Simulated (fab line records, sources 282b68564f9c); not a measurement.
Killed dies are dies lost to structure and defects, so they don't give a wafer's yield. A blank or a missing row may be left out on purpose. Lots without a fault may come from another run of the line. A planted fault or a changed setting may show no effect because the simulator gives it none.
Which tool did it? | flow rit_cmos | 11 lots, 33 wafers sampled, at 2 steps of a route of 202

WHAT THE GAUGES READ, wafer by wafer
RIT_NRETRO_OVL_MEAS_06.
lot  | measured    | on         | NRETRO_OVL (nm)
L746 | day 2 05:19 | overlay-01 | -0.9 -0.6 -1.1
L747 | day 2 11:43 | overlay-01 | 0.3 -1.4 -0.9
L750 | day 3 07:45 | overlay-01 | - - -
L752 | day 3 13:19 | overlay-01 | - - -
L753 | day 3 17:04 | overlay-02 | - - -
L758 | day 4 17:55 | overlay-02 | - - -
L760 | day 5 04:22 | overlay-01 | 0.7 0.0 0.1
L761 | day 5 09:36 | overlay-02 | 0.8 1.2 -0.6
L763 | day 5 18:13 | overlay-01 | 1.8 0.1 -0.7
L764 | day 5 23:11 | overlay-01 | -1.8 -0.2 -1.8
L766 | day 6 09:02 | overlay-02 | 1.7 2.6 0.8

WHICH TOOL RAN EACH LOT (tool, then ch and the chambers of the sampled wafers, then the start)
lot  | RIT_NRETRO_EXPOSE_03
L746 | iline_stepper-02 ch 0, day 2 04:55
L747 | iline_stepper-01 ch 0, day 2 11:17
L750 | iline_stepper-01 ch 0, day 3 07:20
L752 | iline_stepper-01 ch 0, day 3 12:55
L753 | iline_stepper-01 ch 0, day 3 16:40
L758 | iline_stepper-01 ch 0, day 4 17:29
L760 | iline_stepper-02 ch 0, day 5 03:58
L761 | iline_stepper-02 ch 0, day 5 09:11
L763 | iline_stepper-02 ch 0, day 5 17:48
L764 | iline_stepper-02 ch 0, day 5 22:46
L766 | iline_stepper-02 ch 0, day 6 08:37
- RIT_NRETRO_EXPOSE_03: exposes mask M4, target cd 43900 nm.

WHAT THE TOOLS THEMSELVES READ (means of the sampled wafers that have a number; where no wafer has one, the mark that the record gives instead)
RIT_NRETRO_EXPOSE_03.
lot  | tool             | focus_offset_nm (nm) | reticle_temp_C (C) | stage_vel_mm_s (mm/s)
L746 | iline_stepper-02 | -0.4                 | 23.04              | 500.17
L747 | iline_stepper-01 | 0.0                  | 22.96              | 500.12
L750 | iline_stepper-01 | 0.1                  | 22.98              | 499.72
L752 | iline_stepper-01 | 0.1                  | 23.02              | 500.08
L753 | iline_stepper-01 | -0.3                 | 23.04              | 499.85
L758 | iline_stepper-01 | 0.1                  | 22.98              | 500.09
L760 | iline_stepper-02 | -0.2                 | 22.98              | 499.82
L761 | iline_stepper-02 | -0.7                 | 22.99              | 499.97
L763 | iline_stepper-02 | 0.4                  | 23.06              | 500.44
L764 | iline_stepper-02 | 0.5                  | 23.09              | 500.07
L766 | iline_stepper-02 | -0.0                 | 23.03              | 499.83

THE ANSWER, worked out from the rows above alone
Rule: what is usual is taken from the lots themselves. Put in order of their means at a reading, lots are off if they are a third of the lots or fewer, leave a main group of 4 or more, and stand apart from it by a gap of 3 or more times the standard deviation of the main group's means; of several such gaps the widest counts. A main group whose means are all the same, to the digits that the tables above print for the reading, isn't used. A lot without any number at a reading at which 4 lots or more have one is off too. The other lots that the step has rows for count as sound. The gauges are gone through in route order, then the tools' own readings, and for those a lot's mean is taken as printed above. The first step at which some lot is off is used, and at that step the reading that is off furthest; a lot without a number counts as furthest.
Off: L750, L752, L753, L758, at RIT_NRETRO_OVL_MEAS_06 (NRETRO_OVL). Without a number there: L750, L752, L753, L758. The main group: mean 0.0 nm, standard deviation 0.94.
A tool fits if, at a process step before that reading, it ran every lot that is off, and no sound lot after the first of them. The gauges at RIT_NRETRO_OVL_MEAS_06 are tried like those tools. One fits: iline_stepper-01 at RIT_NRETRO_EXPOSE_03. Its last sound lot is L747 (day 2 11:17), its first lot that is off L750 (day 3 07:20): a fault that began between those two fits.

WHAT THE SIMULATOR HAD PUT IN
Scanner matching overlay: iline_stepper-01, from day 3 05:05 on, at RIT_NRETRO_EXPOSE_03. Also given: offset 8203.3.
Lots struck among those shown: L750, L752, L753, L758. The rule above found the same.
